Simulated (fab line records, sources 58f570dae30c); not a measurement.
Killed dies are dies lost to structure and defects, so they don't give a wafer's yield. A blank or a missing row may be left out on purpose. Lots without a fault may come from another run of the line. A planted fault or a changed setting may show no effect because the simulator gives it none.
Split-lot experiment | flow berkeley_cmos170 | 5 lots, 23 wafers read, on a route of 331 steps

THE SPLIT
At UCB170_NLDD_COAT_01 (resist thk 900 nm), the setting resist_thk_nm was moved away from the recipe's 900 nm on 7 of the 23 wafers read, by -4.7% to -2.9%. The other wafers ran this setting at the recipe's value.

The reading is taken at the split's own step.

THE READING
KrF_of_NLDD_COAT_01.thk_nm (the simulator's own value, which no gauge read), in nm, at UCB170_NLDD_COAT_01 (resist thk 900 nm). The file gives no usual value for it. The 16 wafers here that ran the recipe average 897.9 nm, standard deviation 1.9 nm.

wafer  | tool, chamber at the split | resist_thk_nm as run, nm | against the recipe | KrF_of_NLDD_COAT_01.thk_nm, nm | against lot-mates on the recipe
L077.1 | litho_track-02, 0          | 900                      | recipe             | 897.8                          | -
L077.2 | litho_track-02, 0          | 900                      | recipe             | 897.5                          | -
L077.4 | litho_track-02, 0          | 900                      | recipe             | 900.5                          | -
L082.1 | litho_track-04, 0          | 860.6                    | -4.4%              | 861.5                          | -38.8
L082.2 | litho_track-04, 0          | 900                      | recipe             | 901.4                          | -
L082.4 | litho_track-04, 0          | 860.6                    | -4.4%              | 863.4                          | -36.9
L082.5 | litho_track-04, 0          | 900                      | recipe             | 899.1                          | -
L082.6 | litho_track-04, 0          | 860.6                    | -4.4%              | 859.7                          | -40.5
L084.1 | litho_track-02, 0          | 900                      | recipe             | 895.6                          | -
L084.2 | litho_track-02, 0          | 900                      | recipe             | 894.6                          | -
L084.4 | litho_track-02, 0          | 900                      | recipe             | 895.3                          | -
L084.5 | litho_track-02, 0          | 900                      | recipe             | 897.8                          | -
L084.6 | litho_track-02, 0          | 900                      | recipe             | 895                            | -
L080.2 | litho_track-04, 0          | 874.1                    | -2.9%              | 872.5                          | -26.1
L080.3 | litho_track-04, 0          | 900                      | recipe             | 899.4                          | -
L080.4 | litho_track-04, 0          | 900                      | recipe             | 898.9                          | -
L080.5 | litho_track-04, 0          | 874.1                    | -2.9%              | 873.4                          | -25.2
L080.6 | litho_track-04, 0          | 900                      | recipe             | 897.6                          | -
L083.1 | litho_track-02, 0          | 900                      | recipe             | 897.7                          | -
L083.2 | litho_track-02, 0          | 900                      | recipe             | 899.5                          | -
L083.3 | litho_track-02, 0          | 858                      | -4.7%              | 855.7                          | -42.9
L083.5 | litho_track-02, 0          | 858                      | -4.7%              | 857.4                          | -41.2
L083.6 | litho_track-02, 0          | 900                      | recipe             | 898.5                          | -

THE FIT
A straight line over all 23 wafers: KrF_of_NLDD_COAT_01.thk_nm changes by +8.56 nm for each +1% of resist_thk_nm; r = +0.99; the points scatter about the line by 1.9 nm.
The same after taking each lot's own level away (the mean of its wafers on the recipe; 23 wafers): +8.91 nm for each +1%; r = +1.00; scatter 1.1 nm.
On that fit, the largest move of resist_thk_nm shifts the reading by 42 nm.
The lots' own levels span 895.66 to 900.25 nm, that is 2.4 times the standard deviation above.
So the lot-to-lot level changes the slope little: the two slopes agree.
Check: with one of the wafers moved furthest among these (-4.7%) left out of the fit, the line predicts -41.3 nm for it against its lot-mates. It came out at -42.9 nm against them.

OTHER SPLITS ON THESE WAFERS
These wafers also went through other splits before the reading. Each is held against what the fit with the lots' levels taken away leaves over:
other split on the same wafers | wafers away from the commonest value | r with KrF_of_NLDD_COAT_01.thk_nm (lot level and that fit taken away)
UCB170_PLDD_EXPOSE_03 dose_mj  | 7                                    | +0.12

THE WHOLE CHAIN: every reading that the file lists as answering this split, in the file's order
step                 | what it does      | reading                                                                     | change (the file's fit)              | r (the file's)
UCB170_NLDD_COAT_01  | resist thk 900 nm | KrF_of_NLDD_COAT_01.thk_nm (the simulator's own value, which no gauge read) | +8.94 nm for each +1% of the setting | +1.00
UCB170_NLDD_STRIP_10 | strips in O2      | strip_time_to_endpoint_s                                                    | withheld for each +1% of the setting | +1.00

THE FILE'S OWN FIT
KrF_of_NLDD_COAT_01.thk_nm changes by +8.94 nm for each +1% of resist_thk_nm, r = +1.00.
